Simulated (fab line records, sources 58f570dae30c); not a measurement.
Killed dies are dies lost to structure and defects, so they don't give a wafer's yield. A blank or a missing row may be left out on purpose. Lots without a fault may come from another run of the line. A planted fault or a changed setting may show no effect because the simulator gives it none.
Split-lot experiment | flow berkeley_cmos170 | 5 lots, 23 wafers read, on a route of 331 steps

THE SPLIT
At UCB170_NLDD_PEB_04, the setting peb_temp_c was moved away from the recipe's 130 C on 6 of the 23 wafers read, by -2.4% to +2.9%. The other wafers ran this setting at the recipe's value.

FROM THE SPLIT TO THE READING: what the file shows between them, 1 step
- UCB170_NLDD_DEVELOP_05: develop time 45 s

THE READING
cd_nm, in nm, at UCB170_NLDD_CD_MEAS_06 (target cd 1200 nm). Fault-free wafers of this fab line usually give 1201.0 nm, standard deviation 1.2 nm.

wafer  | tool, chamber at the split | peb_temp_c as run, C | against the recipe | cd_nm, nm | against lot-mates on the recipe
L076.2 | litho_track-01, 0          | 128.3                | -1.3%              | 1187.9    | -13.7
L076.3 | litho_track-01, 0          | 130                  | recipe             | 1203.1    | -
L076.4 | litho_track-01, 0          | 130                  | recipe             | 1200.8    | -
L076.5 | litho_track-01, 0          | 128.3                | -1.3%              | 1188.8    | -12.8
L076.6 | litho_track-01, 0          | 130                  | recipe             | 1200.9    | -
L075.1 | litho_track-04, 0          | 130                  | recipe             | 1200.7    | -
L075.3 | litho_track-04, 0          | 130                  | recipe             | 1201.0    | -
L075.5 | litho_track-04, 0          | 130                  | recipe             | 1201.7    | -
L078.1 | litho_track-03, 0          | 130                  | recipe             | 1200.7    | -
L078.2 | litho_track-03, 0          | 133.8                | +2.9%              | 1222.7    | +22.1
L078.4 | litho_track-03, 0          | 130                  | recipe             | 1201.0    | -
L078.5 | litho_track-03, 0          | 130                  | recipe             | 1200.2    | -
L078.6 | litho_track-03, 0          | 133.8                | +2.9%              | 1221.7    | +21.1
L080.1 | litho_track-01, 0          | 130                  | recipe             | 1202.4    | -
L080.2 | litho_track-01, 0          | 130                  | recipe             | 1201.8    | -
L080.3 | litho_track-01, 0          | 130                  | recipe             | 1202.9    | -
L080.4 | litho_track-01, 0          | 130                  | recipe             | 1203.0    | -
L080.5 | litho_track-01, 0          | 130                  | recipe             | 1202.8    | -
L084.1 | litho_track-01, 0          | 130                  | recipe             | 1202.0    | -
L084.2 | litho_track-01, 0          | 130                  | recipe             | 1202.0    | -
L084.3 | litho_track-01, 0          | 126.9                | -2.4%              | 1177.4    | -24.4
L084.5 | litho_track-01, 0          | 130                  | recipe             | 1201.5    | -
L084.6 | litho_track-01, 0          | 126.9                | -2.4%              | 1177.1    | -24.7

THE FIT
A straight line over all 23 wafers: cd_nm changes by +8.47 nm for each +1% of peb_temp_c; r = +0.98; the points scatter about the line by 1.9 nm.
The same after taking each lot's own level away (the mean of its wafers on the recipe; 23 wafers): +8.68 nm for each +1%; r = +0.99; scatter 1.6 nm.
On that fit, the largest move of peb_temp_c shifts the reading by 25 nm.
The lots' own levels span 1200.63 to 1202.58 nm, that is 1.6 times the standard deviation above.
So the lot-to-lot level changes the slope little: the two slopes agree.
Check: with one of the wafers moved furthest among these (+2.9%) left out of the fit, the line predicts +25.7 nm for it against its lot-mates. It came out at +22.1 nm against them.

OTHER SPLITS ON THESE WAFERS
These wafers also went through other splits before the reading. Each is held against what the fit with the lots' levels taken away leaves over:
other split on the same wafers          | wafers away from the commonest value | r with cd_nm (lot level and that fit taken away)
UCB170_START_OXIDATION_02 ox_time_s     | 15                                   | +0.05
UCB170_PWELL_CVD_05 temp_c              | 18                                   | -0.18
UCB170_WELLDRIVE_OXIDATION_01 ox_time_s | 18                                   | +0.13
UCB170_SCREENOX_OXIDATION_01 ox_time_s  | 10                                   | -0.13
UCB170_NVT_IMPLANT_07 dose_cm2          | 8                                    | +0.31
UCB170_PVT_COAT_01 spin_rpm             | 4                                    | -0.18
UCB170_PLDD_PEB_04 peb_temp_c           | 10                                   | +0.21

THE FILE'S OWN FIT
cd_nm changes by +8.72 nm for each +1% of peb_temp_c, r = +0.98.
